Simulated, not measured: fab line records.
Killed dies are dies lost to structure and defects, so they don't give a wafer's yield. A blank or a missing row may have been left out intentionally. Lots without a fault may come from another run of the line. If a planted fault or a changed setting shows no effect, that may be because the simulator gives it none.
The tool behind it: which one?    flow berkeley_cmos170    7 lots, 21 wafers sampled, at 2 steps of a route of 331

## WHAT THE GAUGES SHOWED, per wafer
UCB170_ACTIVE_CD_MEAS_13: target cd 1200 nm.
lot   measured     on         cd_nm (nm)
L977  day 4 23:37  cd_sem-01  1197.3 1198.2 1198.1
L979  day 5 06:16  cd_sem-01  1200.0 1200.9 1199.7
L981  day 5 23:58  cd_sem-02  1198.2 1198.9 1199.4
L984  day 6 08:06  cd_sem-02  1198.6 1197.8 1198.9
L986  day 6 20:08  cd_sem-01  1201.8 1200.4 1200.7
L991  day 8 00:26  cd_sem-02  1200.2 1200.2 1201.2
L996  day 8 19:41  cd_sem-01  1209.7 1208.8 1209.4

## WHICH TOOL RAN EACH LOT (tool, then ch and the chambers of the sampled wafers, then the start)
lot   UCB170_ACTIVE_SOFTBAKE_09
L977  litho_track-02 ch 0, day 4 23:04
L979  litho_track-01 ch 0, day 5 05:37
L981  litho_track-02 ch 0, day 5 23:19
L984  litho_track-02 ch 0, day 6 07:20
L986  litho_track-01 ch 0, day 6 19:36
L991  litho_track-02 ch 0, day 7 23:46
L996  litho_track-02 ch 0, day 8 18:27
- UCB170_ACTIVE_SOFTBAKE_09: time 57.21 s.

## THE ANSWER, worked out from the rows above alone
Rule: usual is defined by the lots themselves. The widest of any qualifying gaps counts: lots, ordered by their means at a reading, are off when they make up no more than a third of the lots, leave a main group of 4 or more, and stand apart from it by 3 or more times the standard deviation of that group's means. A main group whose means are all the same, to the digits that the tables above print for the reading, isn't used. Also off: a lot with no number at a reading for which 4 or more lots have one. The other lots that the step has rows for count as sound.
Off: L996 (UCB170_ACTIVE_CD_MEAS_13, cd_nm). The main group: mean 1199.5 nm, standard deviation 1.2.
A tool fits if, at a process step before that reading, it ran every lot that is off, and no sound lot after the first of them. Gauges at UCB170_ACTIVE_CD_MEAS_13: tried the same way as those tools. Can't be told from this: 2 tools fit, litho_track-02 at UCB170_ACTIVE_SOFTBAKE_09, cd_sem-01 at UCB170_ACTIVE_CD_MEAS_13.

## WHAT HAD BEEN PUT IN BY THE SIMULATOR
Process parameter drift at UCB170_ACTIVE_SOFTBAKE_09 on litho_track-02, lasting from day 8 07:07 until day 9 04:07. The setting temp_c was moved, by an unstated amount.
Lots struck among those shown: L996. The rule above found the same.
